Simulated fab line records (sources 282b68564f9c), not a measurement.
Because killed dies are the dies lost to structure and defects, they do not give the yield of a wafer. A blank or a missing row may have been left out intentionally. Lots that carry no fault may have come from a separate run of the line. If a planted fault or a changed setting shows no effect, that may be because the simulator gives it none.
What tool caused it? ; flow rit cmos ; Sampling: 14 lots, 42 wafers, 3 of 202 route steps

## WHAT EACH GAUGE READ, for each wafer
RIT_NWELL_TW_MEAS_10. Usual: for NWELL_TW the level is 2140 and the standard deviation is 22.
lot;measured;on;NWELL_TW;flag
L787;day 2 10:59;film metro-03;2107 2118 2109;
L788;day 2 14:01;film metro-03;2109 2111 2120;
L789;day 2 19:17;film metro-03;2112 2106 2111;
L791;day 3 05:37;film metro-04;2158 2166 2168;
L793;day 3 15:54;film metro-01;2135 2143 2148;
L794;day 3 21:01;film metro-01;2139 2138 2135;
L795;day 3 23:43;film metro-03;2105 2118 2099;
L796;day 4 04:59;film metro-03;2106 2113 2117;
L797;day 4 10:44;film metro-04;2014 2024 2005;OFF
L801;day 5 06:58;film metro-01;2147 2144 2141;
L802;day 5 11:25;film metro-01;1981 1994 1990;OFF
L804;day 5 22:17;film metro-01;2143 2130 2149;
L805;day 6 02:22;film metro-01;2148 2154 2136;
L806;day 6 07:40;film metro-04;2173 2160 2171;

RIT_WELLDRIVE_RS_MEAS_01: a four-point-probe measurement. Usual: for NWELL_RS the level is 275.3 ohm/sq and the standard deviation is 0.74.
lot;measured;on;NWELL_RS (ohm/sq);flag
L787;day 2 18:34;film metro-01;274.7 275.9 275.4;
L788;day 2 22:55;film metro-04;276.3 275.3 276.1;
L789;day 3 02:17;film metro-01;275.2 275.0 276.1;
L791;day 3 12:35;film metro-03;275.2 274.5 275.9;
L793;day 3 22:59;film metro-03;275.4 274.8 275.6;
L794;day 4 05:20;film metro-03;276.7 276.2 276.5;
L795;day 4 07:31;film metro-01;274.9 274.8 274.3;
L796;day 4 11:58;film metro-01;274.8 273.8 274.3;
L797;day 4 17:58;film metro-04;277.3 276.9 277.1;
L801;day 5 13:47;film metro-01;274.4 274.4 274.9;
L802;day 5 18:52;film metro-01;277.3 277.6 277.8;OFF
L804;day 6 05:18;film metro-03;275.6 275.3 274.8;
L805;day 6 09:04;film metro-03;274.3 275.4 275.3;
L806;day 6 14:22;film metro-04;276.0 275.7 274.9;

## WHAT TOOL EACH LOT RAN ON (gives the tool, then ch and the chambers of the sampled wafers, and finally the start)
lot;RIT_NWELL_IMPLANT_08
L787;implanter-04 ch 0, day 2 10:40
L788;implanter-04 ch 0, day 2 13:42
L789;implanter-04 ch 0, day 2 18:58
L791;implanter-03 ch 0, day 3 05:17
L793;implanter-04 ch 0, day 3 15:35
L794;implanter-03 ch 0, day 3 20:41
L795;implanter-03 ch 0, day 3 23:24
L796;implanter-04 ch 0, day 4 04:39
L797;implanter-04 ch 0, day 4 10:28
L801;implanter-03 ch 0, day 5 06:38
L802;implanter-04 ch 0, day 5 11:05
L804;implanter-01 ch 0, day 5 21:59
L805;implanter-03 ch 0, day 6 02:02
L806;implanter-01 ch 0, day 6 07:20
- RIT_NWELL_IMPLANT_08

## AS READ BY THE TOOLS THEMSELVES (means over the sampled wafers that have a number; for cases with no such wafer, the mark the record gives instead)
RIT_NWELL_IMPLANT_08. Usual: 169.99 for beam energy keV, sd 0.043.
lot;tool;beam energy keV;flag
L787;implanter-04;169.99;
L788;implanter-04;169.98;
L789;implanter-04;170.02;
L791;implanter-03;170.05;
L793;implanter-04;170.03;
L794;implanter-03;169.99;
L795;implanter-03;169.99;
L796;implanter-04;170.01;
L797;implanter-04;119.02;OFF
L801;implanter-03;169.97;
L802;implanter-04;118.97;OFF
L804;implanter-01;170.01;
L805;implanter-03;169.94;
L806;implanter-01;170.02;

## THE ANSWER, worked out from the rows above alone
Rule: a lot counts as off when the mean over its wafers that have a number is more than 3 standard deviations away from the usual mean. Also off: a lot with no number at a reading for which 4 or more lots have one. Where the step has rows for the other lots, those lots are counted as sound. The gauges are gone through in route order, then the tools' own readings, and for those a lot's mean is taken as printed above. At the first step where some lot is off, the reading lying furthest off is the one used; lots without a number count as furthest.
Off: L797, L802, at RIT_NWELL_TW_MEAS_10 (NWELL_TW).
If a tool, at a process step before that reading, ran all the lots that are off and no sound lot after the first of them, it fits. Not tried: the gauges at RIT_NWELL_TW_MEAS_10; whatever is off there is also off at RIT_NWELL_IMPLANT_08, on other tools, and gauge error can't account for it. One candidate fits, namely implanter-04 at RIT_NWELL_IMPLANT_08. A fault onset in the window from L796 (day 4 04:39, its last sound lot) to L797 (day 4 10:28, its first lot off) fits.
On the lots that are off, the tool's own readings at RIT_NWELL_IMPLANT_08 differ by more than 5 times the standard deviation of the sound lots' means, which bears it out; beam energy keV reads 119.00 there versus 170.00 on the sound lots.

## WHAT HAD BEEN PUT IN BY THE SIMULATOR
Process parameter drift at RIT_NWELL_IMPLANT_08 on implanter-04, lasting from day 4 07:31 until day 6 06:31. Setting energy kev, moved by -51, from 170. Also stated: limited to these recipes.
Shown lots that were struck: L797, L802. Same finding as the rule above.
